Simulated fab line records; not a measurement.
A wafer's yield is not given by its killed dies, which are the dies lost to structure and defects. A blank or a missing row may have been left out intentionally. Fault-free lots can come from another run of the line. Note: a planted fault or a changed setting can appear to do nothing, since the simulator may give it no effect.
Which tool did it? || flow ritCmos || 13 lots with 39 wafers sampled at 3 steps, on a route of 202 steps

## WHAT THE GAUGES SHOWED, per wafer
RIT_PSD_OVL_MEAS_06.
{"lot": "L492", "measured": "day 3 11:40", "on": "overlay-01", "PSD_OVL (nm)": "1.8 3.2 1.7"}
{"lot": "L494", "measured": "day 3 20:35", "on": "overlay-02", "PSD_OVL (nm)": "0.0 -3.3 -0.4"}
{"lot": "L495", "measured": "day 4 01:08", "on": "overlay-01", "PSD_OVL (nm)": "-2.4 -2.5 -2.1"}
{"lot": "L496", "measured": "day 4 08:43", "on": "overlay-02", "PSD_OVL (nm)": "- - -"}
{"lot": "L499", "measured": "day 4 23:37", "on": "overlay-02", "PSD_OVL (nm)": "-3.1 -0.5 -2.3"}
{"lot": "L503", "measured": "day 6 06:32", "on": "overlay-01", "PSD_OVL (nm)": "-0.2 -0.6 -1.3"}
{"lot": "L505", "measured": "day 6 12:23", "on": "overlay-02", "PSD_OVL (nm)": "-2.0 -0.8 -1.1"}
{"lot": "L506", "measured": "day 6 19:50", "on": "overlay-02", "PSD_OVL (nm)": "0.8 -0.2 2.1"}
{"lot": "L507", "measured": "day 6 20:19", "on": "overlay-01", "PSD_OVL (nm)": "0.5 -1.0 0.2"}
{"lot": "L509", "measured": "day 7 08:38", "on": "overlay-02", "PSD_OVL (nm)": "-1.5 -0.8 -1.8"}
{"lot": "L510", "measured": "day 7 10:19", "on": "overlay-01", "PSD_OVL (nm)": "0.0 -0.9 1.1"}
{"lot": "L512", "measured": "day 7 19:16", "on": "overlay-01", "PSD_OVL (nm)": "0.9 1.6 0.8"}
{"lot": "L513", "measured": "day 7 20:59", "on": "overlay-02", "PSD_OVL (nm)": "-0.3 -0.1 -0.2"}

RIT_PSD_TW_MEAS_10.
{"lot": "L492", "measured": "day 3 12:10", "on": "filmMetro-01", "PSD_TW": "3415 3409 3409"}
{"lot": "L494", "measured": "day 3 21:07", "on": "filmMetro-01", "PSD_TW": "3431 3418 3408"}
{"lot": "L495", "measured": "day 4 01:40", "on": "filmMetro-03", "PSD_TW": "3402 3387 3397"}
{"lot": "L496", "measured": "day 4 09:14", "on": "filmMetro-01", "PSD_TW": "30 30 30"}
{"lot": "L499", "measured": "day 5 00:08", "on": "filmMetro-02", "PSD_TW": "3462 3462 3486"}
{"lot": "L503", "measured": "day 6 07:09", "on": "filmMetro-03", "PSD_TW": "3391 3388 3380"}
{"lot": "L505", "measured": "day 6 13:04", "on": "filmMetro-03", "PSD_TW": "3414 3395 3399"}
{"lot": "L506", "measured": "day 6 20:21", "on": "filmMetro-02", "PSD_TW": "3452 3475 3468"}
{"lot": "L507", "measured": "day 6 20:50", "on": "filmMetro-03", "PSD_TW": "3410 3411 3407"}
{"lot": "L509", "measured": "day 7 09:09", "on": "filmMetro-02", "PSD_TW": "3420 3442 3444"}
{"lot": "L510", "measured": "day 7 10:49", "on": "filmMetro-03", "PSD_TW": "3413 3400 3398"}
{"lot": "L512", "measured": "day 7 19:53", "on": "filmMetro-01", "PSD_TW": "3380 3366 3353"}
{"lot": "L513", "measured": "day 7 21:32", "on": "filmMetro-03", "PSD_TW": "3413 3425 3380"}

## EACH LOT AND THE TOOL THAT RAN IT (in order: tool; ch and the chambers of the sampled wafers; start)
{"lot": "L492", "RIT_PSD_EXPOSE_03": "ilineStepper-01 ch 0, day 3 11:16"}
{"lot": "L494", "RIT_PSD_EXPOSE_03": "ilineStepper-02 ch 0, day 3 20:12"}
{"lot": "L495", "RIT_PSD_EXPOSE_03": "ilineStepper-01 ch 0, day 4 00:44"}
{"lot": "L496", "RIT_PSD_EXPOSE_03": "ilineStepper-01 ch 0, day 4 08:19"}
{"lot": "L499", "RIT_PSD_EXPOSE_03": "ilineStepper-02 ch 0, day 4 22:57"}
{"lot": "L503", "RIT_PSD_EXPOSE_03": "ilineStepper-02 ch 0, day 6 06:06"}
{"lot": "L505", "RIT_PSD_EXPOSE_03": "ilineStepper-02 ch 0, day 6 11:59"}
{"lot": "L506", "RIT_PSD_EXPOSE_03": "ilineStepper-01 ch 0, day 6 19:26"}
{"lot": "L507", "RIT_PSD_EXPOSE_03": "ilineStepper-02 ch 0, day 6 19:55"}
{"lot": "L509", "RIT_PSD_EXPOSE_03": "ilineStepper-01 ch 0, day 7 07:56"}
{"lot": "L510", "RIT_PSD_EXPOSE_03": "ilineStepper-02 ch 0, day 7 09:55"}
{"lot": "L512", "RIT_PSD_EXPOSE_03": "ilineStepper-01 ch 0, day 7 18:52"}
{"lot": "L513", "RIT_PSD_EXPOSE_03": "ilineStepper-01 ch 0, day 7 20:37"}
- RIT_PSD_EXPOSE_03: exposes mask M10, target cd 40900 nm.

## AS READ BY THE TOOLS THEMSELVES (means over the sampled wafers that have a number; for cases with no such wafer, the mark the record gives instead)
The record holds no such reading with a usual standard deviation.

## THE ANSWER, worked out from the rows above alone
Rule: the usual values come from the lots themselves. The widest of any qualifying gaps counts: lots, ordered by their means at a reading, are off when they make up no more than a third of the lots, leave a main group of 4 or more, and stand apart from it by 3 or more times the standard deviation of that group's means. A main group whose means are all the same, to the digits that the tables above print for the reading, isn't used. A lot without any number at a reading at which 4 lots or more have one is off too. All remaining lots with rows at the step are treated as sound. Order of review: gauges by route order, followed by the tools' own readings, for which a lot's mean as printed above is used. At the first step where some lot is off, the reading lying furthest off is the one used; lots without a number count as furthest.
Off: L496, at RIT_PSD_OVL_MEAS_06 (PSD_OVL). Without a number there: L496. For the main group the mean is -0.4 nm and the standard deviation 1.3.
A tool fits if, at a process step before that reading, it ran every lot that is off, and no sound lot after the first of them. The gauges at RIT_PSD_OVL_MEAS_06 aren't tried: what is off there is off at RIT_PSD_TW_MEAS_10 too, on other tools, and a gauge's error can't cause that. None of those tried fits.

## WHAT THE SIMULATOR HAD INSERTED
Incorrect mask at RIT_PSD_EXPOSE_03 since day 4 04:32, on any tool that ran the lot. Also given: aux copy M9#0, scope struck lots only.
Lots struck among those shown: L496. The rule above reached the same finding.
